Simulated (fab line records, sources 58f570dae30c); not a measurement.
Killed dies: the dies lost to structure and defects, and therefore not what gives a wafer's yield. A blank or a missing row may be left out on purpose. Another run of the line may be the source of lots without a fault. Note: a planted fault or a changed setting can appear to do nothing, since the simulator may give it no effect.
Which of the tools did it? / flow berkeley-cmos170 / route of 331 steps, sampled at 1 step: 15 lots, 45 wafers

== WHAT THE GAUGES SHOWED, per wafer ==
No reading from a measuring or inspecting step in the record can be judged against a usual standard deviation.

== TOOL THAT RAN EACH LOT (tool first, then ch and the chambers of the sampled wafers, then the start) ==
lot=L612; UCB170_ACTIVE_OXIDATION_02=furnace-02 ch 0, day 4 07:20
lot=L616; UCB170_ACTIVE_OXIDATION_02=furnace-02 ch 0, day 5 04:30
lot=L617; UCB170_ACTIVE_OXIDATION_02=furnace-02 ch 0, day 5 04:30
lot=L618; UCB170_ACTIVE_OXIDATION_02=furnace-01 ch 0, day 5 13:07
lot=L619; UCB170_ACTIVE_OXIDATION_02=furnace-04 ch 0, day 5 21:17
lot=L621; UCB170_ACTIVE_OXIDATION_02=furnace-04 ch 0, day 6 03:08
lot=L622; UCB170_ACTIVE_OXIDATION_02=furnace-04 ch 0, day 6 03:08
lot=L626; UCB170_ACTIVE_OXIDATION_02=furnace-04 ch 0, day 7 03:25
lot=L628; UCB170_ACTIVE_OXIDATION_02=furnace-01, day 7 20:43
lot=L629; UCB170_ACTIVE_OXIDATION_02=furnace-01, day 8 02:19
lot=L630; UCB170_ACTIVE_OXIDATION_02=furnace-01, day 8 02:19
lot=L632; UCB170_ACTIVE_OXIDATION_02=furnace-02 ch 0, day 8 11:37
lot=L633; UCB170_ACTIVE_OXIDATION_02=furnace-01 ch 0, day 8 18:13
lot=L634; UCB170_ACTIVE_OXIDATION_02=furnace-01 ch 0, day 8 18:13
lot=L635; UCB170_ACTIVE_OXIDATION_02=furnace-01 ch 0, day 9 09:16
- UCB170_ACTIVE_OXIDATION_02: target thk 26.4 nm, ox time 1260 s.

== AS READ BY THE TOOLS THEMSELVES (means over the sampled wafers that have a number; for cases with no such wafer, the mark the record gives instead) ==
UCB170_ACTIVE_OXIDATION_02.
lot=L612; tool=furnace-02; ox-temp-c (C)=999.8; ox-temp-c-max=1006.7
lot=L616; tool=furnace-02; ox-temp-c (C)=1000.5; ox-temp-c-max=1008.2
lot=L617; tool=furnace-02; ox-temp-c (C)=999.8; ox-temp-c-max=1006.5
lot=L618; tool=furnace-01; ox-temp-c (C)=999.9; ox-temp-c-max=1004.6
lot=L619; tool=furnace-04; ox-temp-c (C)=999.8; ox-temp-c-max=1006.6
lot=L621; tool=furnace-04; ox-temp-c (C)=999.9; ox-temp-c-max=1006.7
lot=L622; tool=furnace-04; ox-temp-c (C)=1000.1; ox-temp-c-max=1007.9
lot=L626; tool=furnace-04; ox-temp-c (C)=999.5; ox-temp-c-max=1005.8
lot=L628; tool=furnace-01; ox-temp-c (C)=-; ox-temp-c-max=-
lot=L629; tool=furnace-01; ox-temp-c (C)=-; ox-temp-c-max=-
lot=L630; tool=furnace-01; ox-temp-c (C)=-; ox-temp-c-max=-
lot=L632; tool=furnace-02; ox-temp-c (C)=999.7; ox-temp-c-max=1006.6
lot=L633; tool=furnace-01; ox-temp-c (C)=999.8; ox-temp-c-max=1004.2
lot=L634; tool=furnace-01; ox-temp-c (C)=999.7; ox-temp-c-max=1003.9
lot=L635; tool=furnace-01; ox-temp-c (C)=1000.1; ox-temp-c-max=1004.1

== THE ANSWER, worked out from the rows above alone ==
Rule: usual is defined by the lots themselves. Put in order of their means at a reading, lots are off if they are a third of the lots or fewer, leave a main group of 4 or more, and stand apart from it by a gap of 3 or more times the standard deviation of the main group's means; of several such gaps the widest counts. If all means in a main group match to the digits the tables above print for the reading, that group is not used. A lot without any number at a reading at which 4 lots or more have one is off too. Where the step has rows for the other lots, those lots are counted as sound. After the gauges, taken in route order, come the tools' own readings; for these a lot's mean is taken, as printed above. At the first step where some lot is off, the reading lying furthest off is the one used; lots without a number count as furthest.
Off, at UCB170_ACTIVE_OXIDATION_02 on ox-temp-c: L628, L629, L630. Without a number there: L628, L629, L630. Main group: mean 999.9 C, sd 0.24.
If a tool, at that step or one of the process steps before it, ran each lot that is off and ran no sound lot following the first of them, it fits. None of those tried fits.

== WHAT WAS PUT IN BY THE SIMULATOR ==
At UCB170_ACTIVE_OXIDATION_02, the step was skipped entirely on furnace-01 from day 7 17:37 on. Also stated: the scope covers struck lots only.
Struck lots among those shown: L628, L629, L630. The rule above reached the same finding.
